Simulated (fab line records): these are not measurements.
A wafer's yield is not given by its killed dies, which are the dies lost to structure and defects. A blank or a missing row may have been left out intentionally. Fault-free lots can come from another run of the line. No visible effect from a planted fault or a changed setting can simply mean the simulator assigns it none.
A lot that was struck, set against a sound lot    flow berkeley cmos170    16 out of 331 route steps
Sound: the wafers L179.1, L179.5, L179.6. Wafers L187.1, L187.4, L187.5 were the ones struck. The cause is given at the end.
For every step that has rows: the tool of each side, followed by ch and its chambers, followed by its first start. Under that, the readings that differ: sound wafers    struck wafers    difference of the means    sigmas: that difference in standard deviations of wafers without a fault.
alike: readings with means less than 2 such deviations apart, plus words and numbers identical on both sides. not compared: withheld readings, readings lacking a value on some wafer, bounds such as >300 that could conceal the same value, and numbers that have no deviation in the record and whose values overlap.
A row with sigmas, a row that says differs or no value, or rows on one side alone: a step with any of these is where the two part. Numbers that don't overlap but have no deviation are shown without sigmas and don't part them. A reading missing from all wafers of one side parts the sides only when that side holds two or more wafers.

first, 2 steps without rows for these wafers: UCB170_GATE_ANNEAL_03 (time 1800 s); UCB170_GATE_CVD_04 (deposits poly-Si from SiH4, time 1440 s, target thk 214 nm).
UCB170_GATE_THK_MEAS_05:
  struck on film metro-04, day 9 01:56; sound on film metro-02, day 7 21:07
  alike: GATE_POLY_THK
then, 6 steps without rows for these wafers: UCB170_GATE_COAT_06; UCB170_GATE_COAT_07 (resist thk 900 nm); UCB170_GATE_SOFTBAKE_08 (time 60 s); UCB170_GATE_EXPOSE_09 (exposes mask POLY, target cd 350 nm); UCB170_GATE_PEB_10; UCB170_GATE_DEVELOP_11 (develop time 45 s).
UCB170_GATE_CD_MEAS_12 targets a cd of 350 nm.
  struck on cd sem-02, day 9 02:57; sound on cd sem-02, day 7 22:47
reading     sound              struck             difference  sigmas
cd nm (nm)  349.3 349.2 347.6  351.8 350.2 351.9  +2.6        +2
UCB170_GATE_OVL_MEAS_13:
  struck on overlay-02, day 9 03:04; sound on overlay-01, day 7 22:55
  alike: GATE_OVL
UCB170_GATE_ETCH_14: etches BARC in N2/H2.
  sound on rie diel-01 ch 2,3, day 7 22:57; struck on rie diel-01 ch 0,1,2, day 9 03:07
  alike: bias w, chamber pressure mTorr, drypump motor current A, oes product au, throttle valve pct
UCB170_GATE_ETCH_15: etches poly-Si in HBr/Cl2, stops on SiO2, time 56.3 s, target depth 278.2 nm.
  sound on rie si-01 ch 0,1,2, day 7 22:59; struck on rie si-01 ch 0,1,2, day 9 03:09
  no value came back on the struck wafers for any of 5 readings (HBr_flow_sccm (sccm), bias w (W) and others); on the sound wafers HBr_flow_sccm (sccm) reads 149.7 149.7 149.9
reading                                sound              struck             difference  sigmas
model.KrF_of_GATE_COAT_07.thk nm (nm)  778.3 776.6 775.9  884.6 883.3 883.7  +106.9      
  not compared: rf hours counter h
UCB170_GATE_STRIP_16: strips in O2.
  sound on plasma asher-02 ch 0,1, day 7 23:02; struck on plasma asher-03 ch 0,1, day 9 03:12
  alike: drypump motor current A, oes product au
  not compared: rf hours counter h
UCB170_GATE_CD_MEAS_90 targets a cd of 350 nm.
  struck on cd sem-02, day 9 03:19; sound on cd sem-02, day 7 23:08
reading     sound              struck  difference                     sigmas
cd nm (nm)  348.7 349.3 347.3  - - -   no value on the struck wafers  
then, 1 step without rows for these wafers: UCB170_GATE_CLEAN_17 (cleans in SPM, time 600 s).

## WHERE THEY PART
First at UCB170_GATE_CD_MEAS_12; last, within this record, at UCB170_GATE_CD_MEAS_90.

WHY: whatever the simulator had introduced
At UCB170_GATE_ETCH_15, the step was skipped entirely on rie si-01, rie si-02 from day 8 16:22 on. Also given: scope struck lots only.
